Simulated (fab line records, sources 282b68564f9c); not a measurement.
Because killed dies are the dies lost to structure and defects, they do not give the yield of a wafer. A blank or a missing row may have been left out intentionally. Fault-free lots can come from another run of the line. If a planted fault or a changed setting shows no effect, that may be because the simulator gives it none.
A sampling plan put to the test / flow rit cmos / each of the 13 faults these records tell of, on one fab line, judged from the records of the lots it struck
What counts as the plan is the set of the line's own looks, namely the steps on the route at which a gauge or an inspection reads a wafer and does not change it. A look can be judged if struck wafers have a number there and the file gives its usual mean and standard deviation on fault-free wafers. Caught: at a look after the fault's first step, the mean of the struck wafers lies 4 or more of those standard deviations (sigma) from the usual mean. On the tool: the fault's steps, tested the same way using the tool's own readings. Another recipe on the struck wafers, or a record that is blank for them alone, also counts as caught.

THE FAULTS, as the simulator had put them in
1. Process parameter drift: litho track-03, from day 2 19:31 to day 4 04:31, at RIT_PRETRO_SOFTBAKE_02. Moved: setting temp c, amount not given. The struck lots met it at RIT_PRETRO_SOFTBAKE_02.
2. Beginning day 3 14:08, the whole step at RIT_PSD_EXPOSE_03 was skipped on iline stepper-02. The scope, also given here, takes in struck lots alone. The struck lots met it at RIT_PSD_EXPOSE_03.
3. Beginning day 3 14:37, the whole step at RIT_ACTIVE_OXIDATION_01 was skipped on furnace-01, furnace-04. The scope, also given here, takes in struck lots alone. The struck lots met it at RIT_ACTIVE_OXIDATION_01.
4. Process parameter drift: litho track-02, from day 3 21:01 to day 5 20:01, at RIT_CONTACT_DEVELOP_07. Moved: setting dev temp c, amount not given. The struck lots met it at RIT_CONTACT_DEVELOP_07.
5. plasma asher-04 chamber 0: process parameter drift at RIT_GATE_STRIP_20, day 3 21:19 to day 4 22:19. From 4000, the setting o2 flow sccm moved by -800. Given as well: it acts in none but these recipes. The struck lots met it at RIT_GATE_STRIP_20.
6. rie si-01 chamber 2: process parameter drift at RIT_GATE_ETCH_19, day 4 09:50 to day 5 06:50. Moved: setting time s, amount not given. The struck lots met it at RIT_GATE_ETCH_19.
7. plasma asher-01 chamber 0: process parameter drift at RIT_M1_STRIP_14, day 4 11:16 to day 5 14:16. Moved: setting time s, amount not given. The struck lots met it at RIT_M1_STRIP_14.
8. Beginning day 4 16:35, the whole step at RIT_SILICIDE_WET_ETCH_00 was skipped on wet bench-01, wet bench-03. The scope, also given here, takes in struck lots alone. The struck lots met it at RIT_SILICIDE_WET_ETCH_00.
9. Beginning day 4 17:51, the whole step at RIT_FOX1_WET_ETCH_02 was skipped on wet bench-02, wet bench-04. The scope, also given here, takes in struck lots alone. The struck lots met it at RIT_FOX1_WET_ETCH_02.
10. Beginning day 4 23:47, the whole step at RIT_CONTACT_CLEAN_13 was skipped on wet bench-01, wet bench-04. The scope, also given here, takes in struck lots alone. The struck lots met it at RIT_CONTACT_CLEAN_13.
11. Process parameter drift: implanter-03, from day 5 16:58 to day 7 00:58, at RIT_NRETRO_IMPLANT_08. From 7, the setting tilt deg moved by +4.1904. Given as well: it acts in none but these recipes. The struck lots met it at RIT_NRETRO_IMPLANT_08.
12. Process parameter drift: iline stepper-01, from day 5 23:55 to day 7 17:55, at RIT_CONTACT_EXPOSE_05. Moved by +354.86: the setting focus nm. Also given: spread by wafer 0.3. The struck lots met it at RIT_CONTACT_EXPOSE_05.
13. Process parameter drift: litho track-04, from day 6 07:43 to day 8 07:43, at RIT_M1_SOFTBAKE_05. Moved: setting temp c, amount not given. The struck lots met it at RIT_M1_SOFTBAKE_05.

WHAT THE PLAN SAW
fault=1; on the tool itself=heater power total W +9.6 sigma; first look that catches it=no look after it can be judged; reading, sigma=-; median hours from its first step to that look=-; hours from the fault's start to the first struck lot there=-; judged looks passed uncaught=0
fault=2; on the tool itself=no reading that can be judged; first look that catches it=no look after it can be judged; reading, sigma=-; median hours from its first step to that look=-; hours from the fault's start to the first struck lot there=-; judged looks passed uncaught=0
fault=3; on the tool itself=the tool's record is blank for the struck wafers; first look that catches it=no look after it can be judged; reading, sigma=-; median hours from its first step to that look=-; hours from the fault's start to the first struck lot there=-; judged looks passed uncaught=0
fault=4; on the tool itself=developer temp C -20 sigma; first look that catches it=RIT_CONTACT_CD_MEAS_08; reading, sigma=cd nm +6.5; median hours from its first step to that look=1.1; hours from the fault's start to the first struck lot there=33; judged looks passed uncaught=0
fault=5; on the tool itself=o2 flow sccm -61 sigma; first look that catches it=no look after it can be judged; reading, sigma=-; median hours from its first step to that look=-; hours from the fault's start to the first struck lot there=-; judged looks passed uncaught=0
fault=6; on the tool itself=run length s +31 sigma; first look that catches it=no look after it can be judged; reading, sigma=-; median hours from its first step to that look=-; hours from the fault's start to the first struck lot there=-; judged looks passed uncaught=0
fault=7; on the tool itself=run length s -62 sigma; first look that catches it=no look after it can be judged; reading, sigma=-; median hours from its first step to that look=-; hours from the fault's start to the first struck lot there=-; judged looks passed uncaught=0
fault=8; on the tool itself=the tool's record is blank for the struck wafers; first look that catches it=no look after it can be judged; reading, sigma=-; median hours from its first step to that look=-; hours from the fault's start to the first struck lot there=-; judged looks passed uncaught=0
fault=9; on the tool itself=the tool's record is blank for the struck wafers; first look that catches it=no look after it can be judged; reading, sigma=-; median hours from its first step to that look=-; hours from the fault's start to the first struck lot there=-; judged looks passed uncaught=0
fault=10; on the tool itself=the tool's record is blank for the struck wafers; first look that catches it=no look after it can be judged; reading, sigma=-; median hours from its first step to that look=-; hours from the fault's start to the first struck lot there=-; judged looks passed uncaught=0
fault=11; on the tool itself=tilt deg +99 or beyond sigma; first look that catches it=no look after it can be judged; reading, sigma=-; median hours from its first step to that look=-; hours from the fault's start to the first struck lot there=-; judged looks passed uncaught=0
fault=12; on the tool itself=exposure dose mJ cm2 -5.3 sigma; first look that catches it=not the one look that can be judged after it; reading, sigma=-; median hours from its first step to that look=-; hours from the fault's start to the first struck lot there=-; judged looks passed uncaught=1
fault=13; on the tool itself=heater power total W +20 sigma; first look that catches it=not the one look that can be judged after it; reading, sigma=-; median hours from its first step to that look=-; hours from the fault's start to the first struck lot there=-; judged looks passed uncaught=1
Dash: fault not caught, or number not given in these records.

Caught at a look: 1 of 13. Caught on the tool: 12 of 13. By one or the other: 12 of 13.
On the tool alone, faults 1, 3, 5, 6, 7, 8, 9, 10, 11, 12, 13 were caught.
Caught by neither: fault 2.

THINNER SAMPLING
Were the look that catches a fault to measure just every second or every third lot (counted by lot number), the first struck lot would, at worst, be measured this late:
fault=4; struck lots at that look, in order of time=L707, L702; every lot=33 h; every second lot=46 h; every third lot=may miss all 2
Hours count from the start of the fault until the first struck lot that is measured. 4 sigma limit: tested on the pooled struck wafers, so a lone lot may be under it. Other struck lots may not be in these records.

THE LONGEST TIMED WAY FROM STEP TO LOOK
Fault 4: the median time between RIT_CONTACT_DEVELOP_07 and RIT_CONTACT_CD_MEAS_08 is 1.1 hours. No look between them can be judged.
